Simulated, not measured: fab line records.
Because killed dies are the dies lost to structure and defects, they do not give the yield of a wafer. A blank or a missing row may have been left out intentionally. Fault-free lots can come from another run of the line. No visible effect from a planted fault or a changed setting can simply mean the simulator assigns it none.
Split-lot experiment ; flow rit_cmos ; 23 wafers read across 5 lots, on a route 202 steps long

== SPLIT DETAILS ==
At RIT_NSD_IMPLANT_08, the setting dose_cm2 was moved away from the recipe's 1e+15 on 7 of the 23 wafers read, by -2.8% to +7.3%. The other wafers ran this setting at the recipe's value.

== FROM THE SPLIT TO THE READING: what the file shows between them, 3 steps ==
- RIT_PSD_IMPLANT_08 (also split here: dose_cm2)
- RIT_PSD_STRIP_09: strips in O2, time 180 s
- RIT_SDANNEAL_RTA_03: time 5 s

== THE READING ==
Measured at RIT_SDANNEAL_RS_MEAS_05 by four-point probe: NSD_RS, in ohm/sq. Fault-free wafers of this fab line usually give 84.5 ohm/sq, standard deviation 0.31 ohm/sq.

wafer;tool, chamber at the split;dose_cm2 as run;against the recipe;NSD_RS, ohm/sq;against lot-mates on the recipe
L080.3;implanter-02, 0;1e+15;recipe;84.9;-
L080.4;implanter-02, 0;1e+15;recipe;85.1;-
L080.5;implanter-02, 0;1e+15;recipe;85.0;-
L081.1;implanter-03, 0;1e+15;recipe;84.7;-
L081.2;implanter-03, 0;9.716e+14;-2.8%;86.5;+1.8
L081.4;implanter-03, 0;9.716e+14;-2.8%;86.8;+2.1
L081.5;implanter-03, 0;9.716e+14;-2.8%;86.6;+1.9
L081.6;implanter-03, 0;1e+15;recipe;84.7;-
L082.2;implanter-03, 0;1e+15;recipe;84.5;-
L082.3;implanter-03, 0;1.073e+15;+7.3%;80.0;-4.4
L082.4;implanter-03, 0;1e+15;recipe;84.5;-
L082.5;implanter-03, 0;1.073e+15;+7.3%;80.3;-4.1
L082.6;implanter-03, 0;1e+15;recipe;84.3;-
L083.1;implanter-03, 0;1e+15;recipe;84.2;-
L083.2;implanter-03, 0;1e+15;recipe;84.3;-
L083.3;implanter-03, 0;1e+15;recipe;83.9;-
L083.4;implanter-03, 0;1.02e+15;+2.0%;82.8;-1.3
L083.6;implanter-03, 0;1.02e+15;+2.0%;83.2;-0.9
L084.1;implanter-03, 0;1e+15;recipe;84.9;-
L084.2;implanter-03, 0;1e+15;recipe;84.6;-
L084.4;implanter-03, 0;1e+15;recipe;84.7;-
L084.5;implanter-03, 0;1e+15;recipe;84.7;-
L084.6;implanter-03, 0;1e+15;recipe;84.5;-

THE FIT
A straight line over all 23 wafers: NSD_RS changes by -0.64 ohm/sq for each +1% of dose_cm2; r = -0.98; the points scatter about the line by 0.32 ohm/sq.
The same after taking each lot's own level away (the mean of its wafers on the recipe; 23 wafers): -0.605 ohm/sq for each +1%; r = -0.99; scatter 0.16 ohm/sq.
Per that fit: largest dose_cm2 move, reading shift of 4.4 ohm/sq.
Across the lots, their own levels run from 84.13 to 85.00 ohm/sq, a range of 2.8 times the standard deviation given above.
The two slopes are in agreement: the lot-to-lot level therefore moves the slope only a little.
Check: for one of the wafers moved furthest among these (+7.3%), held out of the fit, the line's prediction against its lot-mates is -4.33 ohm/sq. Against them it came out at -4.43 ohm/sq.

== ADDITIONAL SPLITS CARRIED BY THESE WAFERS ==
Other splits were also applied to these wafers ahead of the reading. Each is held against what the fit with the lots' levels taken away leaves over:
other split on the same wafers;wafers away from the commonest value;r with NSD_RS (lot level and that fit taken away)
RIT_FOX1_OXIDATION_00 temp_c;10;+0.20
RIT_NWELL_HARDBAKE_07 temp_c;5;+0.22
RIT_NRETRO_SOFTBAKE_02 temp_c;10;-0.18
RIT_GATE_CVD_08 sih4_flow_sccm;10;+0.09
RIT_GATE_EXPOSE_13 dose_mj;8;+0.06
RIT_NLDD_IMPLANT_08 energy_kev;9;-0.19
RIT_PLDD_IMPLANT_08 energy_kev;8;-0.20
RIT_SPACER_ETCHBACK_05 rf_w;8;-0.02
RIT_PSD_IMPLANT_08 dose_cm2;7;+0.14

== FILE'S OWN FIT ==
NSD_RS changes by -0.597 ohm/sq for each +1% of dose_cm2, r = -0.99.
